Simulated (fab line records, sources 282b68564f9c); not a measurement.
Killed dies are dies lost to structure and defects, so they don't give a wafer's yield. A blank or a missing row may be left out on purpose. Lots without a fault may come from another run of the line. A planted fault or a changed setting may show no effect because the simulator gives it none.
fab line records | flow rit_cmos
record lots=14 wafers=42 last_day=8
route steps=202 shown PSD@148 SILICIDE@167 CONTACT@180 M1@188
lots that met no fault: from a run of the same line without faults
start_h: hours from the record's first day to the start of the lot's first wafer shown | wait_h: hours since the lot's step before | " the same as in the row above | L1.1+2: a row that stands for several wafers | - no value, or no start given | * or withheld: withheld | < > ~ a bound
route shown NAME@n: a module of which the file shows steps, and the number in the route of the first | usual: mean/standard deviation of fault-free wafers | same: alike in all rows | chamber/n: place in a boat | sites: the reading at each site | _std_site: their standard deviation | _edge_site: outer sites' mean less inner sites' | radius_mm: how far each site lies from the wafer's centre | mask NAME#n: copy n | behind: the tool/chamber that last shaped the wafer | hold: why the lot was held/for how many hours/how that ended | device: the transistor (n, p or np) that didn't switch | end of line: the same wafers' tests at the end of the route | a step without rows: its recipe alone | killed: dies lost to structure and defects at the first sort, not the wafer's yield | map: a wafer's dies, x killed, . not, _ none there
set.NAME: the setting as run; set.NAME@STEP: as run at that earlier step | model.NAME: the simulator's own value behind a step, which no gauge read
steps of the route over a sample of lots; a table a step, a row a wafer
services: from which hour (start_h, from the record's first day; less than 0 if before it) a tool's chamber was out of use, for how many hours, and why
## steps
# step RIT_PSD_OVL_MEAS_06
# usual PSD_OVL=0.1/1.3
# columns lot.wafer tool chamber start_h wait_h PSD_OVL[nm]
L549.1 overlay-02 - 67.59 - 0.0
L549.2 " - " " -0.7
L549.5 " - " " -1.6
L550.1 overlay-01 - 72.59 - 0.7
L550.4 " - " " 0.2
L550.5 " - " " 1.4
L553.1 overlay-01 - 84.16 - 1.7
L553.3 " - " " 0.5
L553.5 " - " " 0.7
L554.1 overlay-02 - 87.28 - -1.0
L554.2 " - " " -1.1
L554.4 " - " " -2.9
L555.1 overlay-02 - 92.93 - -0.6
L555.3 " - " " 0.9
L555.6 " - " " 2.0
L557.2 overlay-02 - 105.12 - 0.7
L557.4 " - " " 0.8
L557.6 " - " " 0.4
L559.1 overlay-02 - 112.85 - -2.0
L559.3 " - " " 0.6
L559.6 " - " " 0.4
L564.1 overlay-02 - 140.53 - -0.7
L564.2 " - " " -1.0
L564.6 " - " " -0.8
L565.1 overlay-02 - 143.83 - 0.3
L565.4 " - " " -2.0
L565.6 " - " " 0.3
L566.3 overlay-02 - 150.34 - -0.2
L566.4 " - " " -0.5
L566.5 " - " " -0.6
L568.2 overlay-02 - 157.53 - -0.9
L568.3 " - " " -1.8
L568.5 " - " " -0.3
L569.2 overlay-01 - 161.55 - 0.6
L569.5 " - " " 1.4
L569.6 " - " " 0.3
L570.3 overlay-02 - 166.45 - 2.4
L570.4 " - " " 1.0
L570.5 " - " " -0.2
L571.1 overlay-01 - 172.93 - 0.8
L571.2 " - " " 1.3
L571.3 " - " " 1.0
# step RIT_SILICIDE_RTA_06
# recipe temp_c=750 time_s=10 idle_temp_c=25 ramp_up_s=5 ramp_down_s=10 cool_to_c=25 ambient=N2
# usual wafer_temp_C_max=754.1/1
# columns lot.wafer tool chamber start_h wait_h wafer_temp_C_max
L549.1 rtp_anneal-02 0 69.58 0.0 753.0
L549.2 " 0 " " 753.8
L549.5 " 0 " " 753.1
L550.1 rtp_anneal-01 0 74.79 0.0 753.5
L550.4 " 0 " " 754.8
L550.5 " 0 " " 754.8
L553.1 rtp_anneal-02 0 86.10 0.0 753.1
L553.3 " 0 " " 752.3
L553.5 " 0 " " 754.3
L554.1 rtp_anneal-01 0 89.26 0.0 754.5
L554.2 " 0 " " 756.9
L554.4 " 0 " " 754.8
L555.1 rtp_anneal-02 0 94.87 0.0 753.1
L555.3 " 0 " " 753.4
L555.6 " 0 " " 753.4
L557.2 rtp_anneal-02 0 107.07 0.0 753.9
L557.4 " 0 " " 754.3
L557.6 " 0 " " 753.0
L559.1 rtp_anneal-02 0 114.80 0.0 753.9
L559.3 " 0 " " 754.4
L559.6 " 0 " " 754.1
L564.1 rtp_anneal-01 0 142.47 0.0 754.5
L564.2 " 0 " " 754.9
L564.6 " 0 " " 754.0
L565.1 rtp_anneal-02 0 145.87 0.0 752.9
L565.4 " 0 " " 754.1
L565.6 " 0 " " 752.6
L566.3 rtp_anneal-01 0 152.45 0.0 755.7
L566.4 " 0 " " 754.1
L566.5 " 0 " " 754.4
L568.2 rtp_anneal-01 0 159.54 0.0 754.4
L568.3 " 0 " " 755.5
L568.5 " 0 " " 754.5
L569.2 rtp_anneal-02 0 163.48 0.0 752.7
L569.5 " 0 " " 753.5
L569.6 " 0 " " 752.2
L570.3 rtp_anneal-01 0 168.39 0.0 754.5
L570.4 " 0 " " 756.8
L570.5 " 0 " " 756.7
L571.1 rtp_anneal-02 0 174.86 0.0 753.8
L571.2 " 0 " " 753.7
L571.3 " 0 " " 752.7
# step RIT_CONTACT_STRIP_12
# recipe chemistry=O2 time_s=180 resist=NOVOLAK platen_temp_c=withheld power_w=500 pressure_mtorr=4000 o2_flow_sccm=4000
# usual chamber_pressure_mTorr=4000/3.2 drypump_motor_current_A=5.8/0.45
# columns lot.wafer tool chamber start_h wait_h chamber_pressure_mTorr drypump_motor_current_A rf_hours_counter_h
L549.1 plasma_asher-01 0 71.29 0.1 4001 5.4 26
L549.2 " 1 " " 4000 5.5 26
L549.5 " 0 " " 3998 5.4 -
L550.1 plasma_asher-03 1 76.77 0.1 4000 6.3 43
L550.4 " 0 " " 3994 6.4 -
L550.5 " 1 " " 3999 6.4 -
L553.1 plasma_asher-02 0 87.87 0.1 3996 6.1 42
L553.3 " 0 " " 3998 6.1 -
L553.5 " 1 " " 3998 5.3 -
L554.1 plasma_asher-03 1 91.03 0.1 3991 6.4 44
L554.2 " 0 " " 4000 6.4 44
L554.4 " 1 " " 3999 6.4 -
L555.1 plasma_asher-02 0 96.64 0.1 4001 6.1 43
L555.3 " 1 " " 4000 5.3 -
L555.6 " 0 " " 4003 6.1 -
L557.2 plasma_asher-03 1 108.80 0.1 4007 6.3 47
L557.4 " 1 " " 3999 6.4 -
L557.6 " 0 " " 4003 6.4 -
L559.1 plasma_asher-02 0 116.44 0.1 3994 6.1 45
L559.3 " 1 " " 4000 5.3 -
L559.6 " 0 " " 4001 6.1 -
L564.1 plasma_asher-02 1 144.17 0.1 3998 5.3 48
L564.2 " 0 " " 3997 6.1 48
L564.6 " 1 " " 4000 5.3 -
L565.1 plasma_asher-02 1 147.64 0.1 4004 5.3 49
L565.4 " 0 " " 4002 6.1 -
L565.6 " 0 " " 3997 6.1 -
L566.3 plasma_asher-01 1 154.13 0.2 3998 5.5 -
L566.4 " 0 " " 4005 5.4 -
L566.5 " 0 " " 3999 5.4 -
L568.2 plasma_asher-01 0 161.30 0.1 3998 5.4 36
L568.3 " 0 " " 4003 5.4 -
L568.5 " 1 " " 4005 5.6 -
L569.2 plasma_asher-02 1 165.12 0.1 4001 5.3 51
L569.5 " 1 " " 3992 5.2 -
L569.6 " 0 " " 3997 6.1 -
L570.3 plasma_asher-02 0 170.07 0.2 3998 6.1 -
L570.4 " 1 " " 4000 5.2 -
L570.5 " 0 " " 4001 6.1 -
L571.1 plasma_asher-02 0 176.50 0.1 3997 6.1 52
L571.2 " 1 " " 4004 5.3 52
L571.3 " 0 " " 4003 6.1 -
# step RIT_M1_COAT_04
# recipe resist=NOVOLAK spin_rpm=2000 resist_thk_nm=1300
# columns lot.wafer tool chamber start_h wait_h
L549.1+2+5 litho_track-01 0 72.59 0.1
L550.1+4+5 litho_track-04 0 78.08 0.1
L553.1+3+5 litho_track-04 0 89.19 0.1
L554.1+2+4 litho_track-03 0 92.30 0.1
L555.1+3+6 litho_track-04 0 97.92 0.1
L557.2+4+6 litho_track-04 0 110.09 0.1
L559.1+3+6 litho_track-03 0 117.71 0.1
L564.1+2+6 litho_track-03 0 145.59 0.1
L565.1+4+6 litho_track-01 0 148.94 0.1
L566.3+4+5 litho_track-01 0 155.57 0.1
L568.2+3+5 litho_track-03 0 162.67 0.1
L569.2+5+6 litho_track-01 0 166.43 0.1
L570.3+4+5 litho_track-03 0 171.35 0.1
L571.1+2+3 litho_track-04 0 177.79 0.1
# step RIT_M1_CD_MEAS_09
# recipe target_cd_nm=2600
# usual cd_nm=2600.1/2.9
# columns lot.wafer tool chamber start_h wait_h cd_nm
L549.1 cd_sem-01 - 73.35 - 2598.5
L549.2 " - " " 2598.8
L549.5 " - " " 2600.1
L550.1 cd_sem-02 - 78.81 - 2599.1
L550.4 " - " " 2597.2
L550.5 " - " " 2597.5
L553.1 cd_sem-02 - 90.04 - 2598.1
L553.3 " - " " 2601.0
L553.5 " - " " 2598.1
L554.1 cd_sem-01 - 93.20 - 2599.8
L554.2 " - " " 2601.0
L554.4 " - " " 2603.2
L555.1 cd_sem-02 - 98.65 - 2532.0
L555.3 " - " " 2531.6
L555.6 " - " " 2533.0
L557.2 cd_sem-01 - 110.82 - 2536.8
L557.4 " - " " 2536.9
L557.6 " - " " 2536.4
L559.1 cd_sem-02 - 118.44 - 2600.3
L559.3 " - " " 2599.3
L559.6 " - " " 2600.5
L564.1 cd_sem-02 - 146.44 - 2605.2
L564.2 " - " " 2602.8
L564.6 " - " " 2603.7
L565.1 cd_sem-02 - 149.67 - 2603.3
L565.4 " - " " 2605.5
L565.6 " - " " 2602.5
L566.3 cd_sem-02 - 156.33 - 2596.4
L566.4 " - " " 2598.7
L566.5 " - " " 2599.3
L568.2 cd_sem-01 - 163.52 - 2603.3
L568.3 " - " " 2603.2
L568.5 " - " " 2602.5
L569.2 cd_sem-01 - 167.30 - 2597.9
L569.5 " - " " 2597.8
L569.6 " - " " 2599.5
L570.3 cd_sem-01 - 172.07 - 2602.7
L570.4 " - " " 2602.0
L570.5 " - " " 2605.7
L571.1 cd_sem-01 - 178.64 - 2603.4
L571.2 " - " " 2604.1
L571.3 " - " " 2600.9
# step RIT_M1_PROBE_99
# usual defect_limited_yield=97.5/1.1 killed_at_M0_to_M3=0.0/0.14 killed_at_contacts=0.1/0.27 killed_at_front_end=6.5/2.8 killed_dies=6.6/2.8 killed_open=3.5/2 killed_short=3.2/1.8 sort_bin_3_pad_short=0.1/0.26 sort_bin_5_function=1.5/0.72 sort_bin_6_memory=0.9/0.67 sort_n_pass=257.4/2.8 sort_yield_pct=97.5/1.1
# same gross_dies=264 killed_at_M4_up=0 killed_at_back_side=0 killed_at_other=0
# columns lot.wafer tool chamber start_h wait_h defect_limited_yield[%] killed_at_M0_to_M3 killed_at_contacts killed_at_front_end killed_dies killed_open killed_short sort_bin_3_pad_short[%] sort_bin_5_function[%] sort_bin_6_memory[%] sort_n_pass sort_yield_pct[%]
L549.1 prober-02 - 76.02 0.1 95.8 0 0 11 11 9 2 0 2.7 1.5 253.0 95.8
L549.2 prober-02 - 76.07 0.1 94.3 0 0 15 15 8 7 0.4 3.4 1.9 249.0 94.3
L549.5 prober-02 - 76.22 0.2 96.6 0 0 9 9 3 6 0 3.0 0.4 255.0 96.6
L550.1 prober-01 - 81.65 0.1 98.5 0 0 4 4 2 2 0 1.5 0 260.0 98.5
L550.4 prober-01 - 81.80 0.2 95.1 0 0 13 13 9 4 0 3.4 1.5 251.0 95.1
L550.5 prober-01 - 81.85 0.2 97.3 0 0 7 7 4 3 0.4 0.8 1.5 257.0 97.3
L553.1 prober-01 - 92.70 0.1 98.5 0 1 3 4 3 1 0 1.1 0.4 260.0 98.5
L553.3 prober-01 - 92.80 0.2 97.0 0 0 8 8 4 4 0.8 1.1 1.1 256.0 97.0
L553.5 prober-01 - 92.90 0.2 97.0 0 0 8 8 6 2 0 1.5 1.5 256.0 97.0
L554.1 prober-02 - 95.87 0.1 97.0 0 0 8 8 3 5 0 1.5 1.5 256.0 97.0
L554.2 prober-02 - 95.92 0.1 98.1 0 0 5 5 3 1 0 1.5 0.4 259.0 98.1
L554.4 prober-02 - 96.02 0.2 98.1 0 0 5 5 5 0 0 1.5 0.4 259.0 98.1
L555.1 prober-01 - 101.49 0.1 97.3 0 0 7 7 5 2 0 0.8 1.9 257.0 97.3
L555.3 prober-01 - 101.59 0.2 98.5 0 0 4 4 1 3 0.4 1.1 0 260.0 98.5
L555.6 prober-01 - 101.74 0.2 97.3 0 0 7 7 4 3 0 1.1 1.5 257.0 97.3
L557.2 prober-01 - 113.51 0.1 97.7 0 0 6 6 4 2 0 2.3 0 258.0 97.7
L557.4 prober-01 - 113.61 0.2 97.3 1 0 6 7 3 4 0 1.9 0.8 257.0 97.3
L557.6 prober-01 - 113.71 0.2 98.1 0 0 5 5 3 2 0.4 1.1 0.4 259.0 98.1
L559.1 prober-01 - 121.10 0.1 97.7 0 0 6 6 5 1 0 0.8 1.5 258.0 97.7
L559.3 prober-01 - 121.20 0.2 98.1 0 0 5 5 0 5 0 1.9 0 259.0 98.1
L559.6 prober-01 - 121.35 0.2 98.5 0 0 4 4 1 3 0.4 1.1 0 260.0 98.5
L564.1 prober-01 - 149.16 0.1 97.7 0 0 6 6 2 4 0 1.1 1.1 258.0 97.7
L564.2 prober-01 - 149.21 0.1 98.1 0 0 5 5 3 2 0 1.1 0.8 259.0 98.1
L564.6 prober-01 - 149.41 0.2 98.1 0 0 5 5 4 1 0 1.1 0.8 259.0 98.1
L565.1 prober-02 - 152.33 0.1 98.9 0 0 3 3 0 3 0.4 0.8 0 261.0 98.9
L565.4 prober-02 - 152.48 0.2 97.3 0 0 7 7 5 2 0 1.5 1.1 257.0 97.3
L565.6 prober-02 - 152.58 0.2 97.0 0 0 8 8 3 5 0.4 1.1 1.5 256.0 97.0
L566.3 prober-01 - 159.06 0.2 98.1 0 1 4 5 2 3 0.4 1.5 0 259.0 98.1
L566.4 prober-01 - 159.11 0.2 94.7 0 0 14 14 8 6 0.8 2.7 1.9 250.0 94.7
L566.5 prober-01 - 159.16 0.2 99.2 0 0 2 2 1 1 0 0.4 0.4 262.0 99.2
L568.2 prober-01 - 166.20 0.1 98.1 0 0 5 5 4 1 0 1.5 0.4 259.0 98.1
L568.3 prober-01 - 166.25 0.2 98.5 0 0 4 4 4 0 0 1.1 0.4 260.0 98.5
L568.5 prober-01 - 166.35 0.2 95.1 0 0 13 13 4 9 0 1.9 3.0 251.0 95.1
L569.2 prober-02 - 169.99 0.1 98.5 0 0 4 4 2 2 0.4 0.8 0.4 260.0 98.5
L569.5 prober-02 - 170.14 0.2 97.7 0 0 6 6 2 4 0 1.5 0.8 258.0 97.7
L569.6 prober-02 - 170.19 0.2 98.5 0 1 3 4 2 2 0 1.1 0.4 260.0 98.5
L570.3 prober-01 - 174.83 0.2 98.1 0 0 5 5 3 2 0.4 0.4 1.1 259.0 98.1
L570.4 prober-01 - 174.88 0.2 96.6 0 0 9 9 6 3 0.4 1.9 1.1 255.0 96.6
L570.5 prober-01 - 174.93 0.2 96.2 0 0 10 10 3 7 0.8 1.9 1.1 254.0 96.2
L571.1 prober-02 - 181.39 0.1 99.2 0 0 2 2 2 0 0 0.8 0 262.0 99.2
L571.2 prober-02 - 181.44 0.1 98.1 0 0 5 5 2 3 0 1.5 0.4 259.0 98.1
L571.3 prober-02 - 181.49 0.2 99.2 0 0 2 2 1 1 0 0.8 0 262.0 99.2
# killed by level:class
L549.1 SILICIDE:geometric_particle:open=5 GATE:geometric_particle:open=3 FOX1:geometric_particle:short=1 FOX1:geometric_particle:open=1 SILICIDE:geometric_particle:short=1
L549.2 FOX1:geometric_particle:short=6 SPACER:geometric_particle:open=3 FOX1:geometric_particle:open=2 REOX:geometric_particle:open=2 FOX2:geometric_particle:open=1 SPACER:geometric_particle:short=1
L549.5 REOX:geometric_particle:short=2 SILICIDE:geometric_particle:short=2 FOX1:geometric_particle:short=1 GATE:geometric_particle:open=1 GATE:geometric_particle:short=1 SPACER:geometric_particle:open=1 SILICIDE:geometric_particle:open=1
L550.1 GATE:geometric_particle:open=1 REOX:geometric_particle:short=1 SPACER:geometric_particle:short=1 SILICIDE:geometric_particle:open=1
L550.4 GATE:geometric_particle:open=7 GATE:geometric_particle:short=2 FOX1:geometric_particle:short=1 FOX1:geometric_particle:open=1 FOX2:geometric_particle:short=1 SPACER:geometric_particle:open=1
L550.5 GATE:geometric_particle:open=2 FOX2:geometric_particle:open=1 GATE:geometric_particle:short=1 SPACER:geometric_particle:open=1 SPACER:geometric_particle:short=1 SILICIDE:geometric_particle:short=1
L553.1 FOX1:geometric_particle:short=1 FOX1:geometric_particle:open=1 SPACER:geometric_particle:open=1 CONTACT:geometric_particle:open=1
L553.3 FOX1:geometric_particle:short=2 FOX1:geometric_particle:open=2 FOX2:geometric_particle:short=1 GATE:geometric_particle:open=1 REOX:geometric_particle:open=1 SPACER:geometric_particle:short=1
L553.5 FOX2:geometric_particle:open=3 GATE:geometric_particle:open=2 REOX:geometric_particle:short=1 REOX:geometric_particle:open=1 SPACER:geometric_particle:short=1
L554.1 SPACER:geometric_particle:short=2 FOX2:geometric_particle:short=1 GATE:geometric_particle:open=1 GATE:geometric_particle:short=1 REOX:geometric_particle:open=1 REOX:geometric_particle:short=1 SPACER:geometric_particle:open=1
L554.2 SPACER:geometric_particle:open=2 FOX1:geometric_particle:short=1 FOX1:geometric_particle:open=1 PRETRO:coat_microbubble_printed=1
L554.4 SILICIDE:geometric_particle:open=2 FOX1:geometric_particle:open=1 GATE:geometric_particle:open=1 SPACER:geometric_particle:open=1
L555.1 GATE:geometric_particle:open=2 REOX:geometric_particle:open=1 SPACER:geometric_particle:open=1 SPACER:geometric_particle:short=1 SILICIDE:geometric_particle:open=1 SILICIDE:geometric_particle:short=1
L555.3 FOX1:geometric_particle:short=2 GATE:geometric_particle:open=1 GATE:geometric_particle:short=1
L555.6 FOX1:geometric_particle:short=1 FOX2:geometric_particle:open=1 FOX2:geometric_particle:short=1 GATE:geometric_particle:open=1 REOX:geometric_particle:open=1 SPACER:geometric_particle:short=1 SILICIDE:geometric_particle:open=1
L557.2 GATE:geometric_particle:short=2 FOX2:geometric_particle:open=1 GATE:geometric_particle:open=1 SPACER:geometric_particle:open=1 SILICIDE:geometric_particle:open=1
L557.4 FOX1:geometric_particle:short=2 GATE:geometric_particle:open=2 GATE:geometric_particle:short=1 REOX:geometric_particle:open=1 M1:geometric_particle:short=1
L557.6 GATE:geometric_particle:open=3 FOX1:geometric_particle:short=1 GATE:geometric_particle:short=1
L559.1 SILICIDE:geometric_particle:open=2 FOX1:geometric_particle:open=1 FOX2:geometric_particle:short=1 GATE:geometric_particle:open=1 REOX:geometric_particle:open=1
L559.3 GATE:geometric_particle:short=3 SPACER:geometric_particle:short=2
L559.6 GATE:geometric_particle:open=1 REOX:geometric_particle:short=1 SPACER:geometric_particle:short=1 SILICIDE:geometric_particle:short=1
L564.1 FOX1:geometric_particle:short=2 GATE:geometric_particle:open=2 GATE:geometric_particle:short=1 SPACER:geometric_particle:short=1
L564.2 GATE:geometric_particle:short=2 GATE:geometric_particle:open=2 SPACER:geometric_particle:open=1
L564.6 FOX2:geometric_particle:open=2 FOX2:geometric_particle:short=1 GATE:geometric_particle:open=1 REOX:geometric_particle:open=1
L565.1 GATE:geometric_particle:short=2 SPACER:geometric_particle:short=1
L565.4 FOX1:geometric_particle:open=2 GATE:geometric_particle:open=2 FOX1:geometric_particle:short=1 GATE:geometric_particle:short=1 REOX:geometric_particle:open=1
L565.6 GATE:geometric_particle:open=3 GATE:geometric_particle:short=2 REOX:geometric_particle:short=2 FOX2:geometric_particle:short=1
L566.3 GATE:geometric_particle:short=1 GATE:geometric_particle:open=1 REOX:geometric_particle:open=1 SILICIDE:geometric_particle:short=1 CONTACT:geometric_particle:short=1
L566.4 GATE:geometric_particle:open=3 GATE:geometric_particle:short=3 SILICIDE:geometric_particle:open=3 REOX:geometric_particle:open=2 FOX2:geometric_particle:short=1 REOX:geometric_particle:short=1 SILICIDE:geometric_particle:short=1
L566.5 GATE:geometric_particle:open=1 SILICIDE:geometric_particle:short=1
L568.2 GATE:geometric_particle:open=2 FOX1:geometric_particle:open=1 GATE:geometric_particle:short=1 SPACER:geometric_particle:open=1
L568.3 GATE:geometric_particle:open=4
L568.5 REOX:geometric_particle:short=4 GATE:geometric_particle:open=3 GATE:geometric_particle:short=2 FOX1:geometric_particle:short=1 FOX2:geometric_particle:short=1 REOX:geometric_particle:open=1 SPACER:geometric_particle:short=1
L569.2 FOX1:geometric_particle:short=1 FOX2:geometric_particle:open=1 SPACER:geometric_particle:open=1 SPACER:geometric_particle:short=1
L569.5 FOX1:geometric_particle:short=2 FOX2:geometric_particle:open=1 GATE:geometric_particle:short=1 SILICIDE:geometric_particle:short=1 SILICIDE:geometric_particle:open=1
L569.6 FOX2:geometric_particle:open=2 SPACER:geometric_particle:short=1 CONTACT:geometric_particle:short=1
L570.3 GATE:geometric_particle:open=3 FOX2:geometric_particle:short=1 REOX:geometric_particle:short=1
L570.4 GATE:geometric_particle:open=3 FOX2:geometric_particle:open=2 FOX1:geometric_particle:short=1 FOX2:geometric_particle:short=1 GATE:geometric_particle:short=1 SILICIDE:geometric_particle:open=1
L570.5 GATE:geometric_particle:short=5 GATE:geometric_particle:open=2 FOX1:geometric_particle:short=1 FOX1:geometric_particle:open=1 FOX2:geometric_particle:short=1
L571.1 FOX2:geometric_particle:open=1 REOX:geometric_particle:open=1
L571.2 FOX1:geometric_particle:short=1 GATE:geometric_particle:short=1 SPACER:geometric_particle:short=1 SPACER:geometric_particle:open=1 SILICIDE:geometric_particle:open=1
L571.3 GATE:geometric_particle:open=1 SPACER:geometric_particle:short=1
## services
# columns tool chamber start_h hours kind
plasma_asher-02 - 105.30 1.3 repair
plasma_asher-03 - 144.51 2.1 repair
## key
first_sign step=RIT_M1_CD_MEAS_09 reading=cd_nm direction=down sigmas=23 usual=2600.1 struck=2534.4 through=control_loop
effect none on later readings
met_at RIT_M1_COAT_04
struck_lots L555,L557
loop_trim step=RIT_M1_EXPOSE_06 setting=dose lots=L557
not_acting_at RIT_PSD_OVL_MEAS_06,RIT_SILICIDE_RTA_06,RIT_CONTACT_STRIP_12
onset_between 89.19 97.92
fault kind=process_parameter_drift tool=litho_track-04 chamber=- onset_h=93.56 steps=RIT_M1_COAT_04 channel=resist_thk_nm offset=-585 shape=step end_h=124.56 acts_in=these_recipes_only stated=1300
# loop_trim: a control loop set the setting to another value than it would have without faults
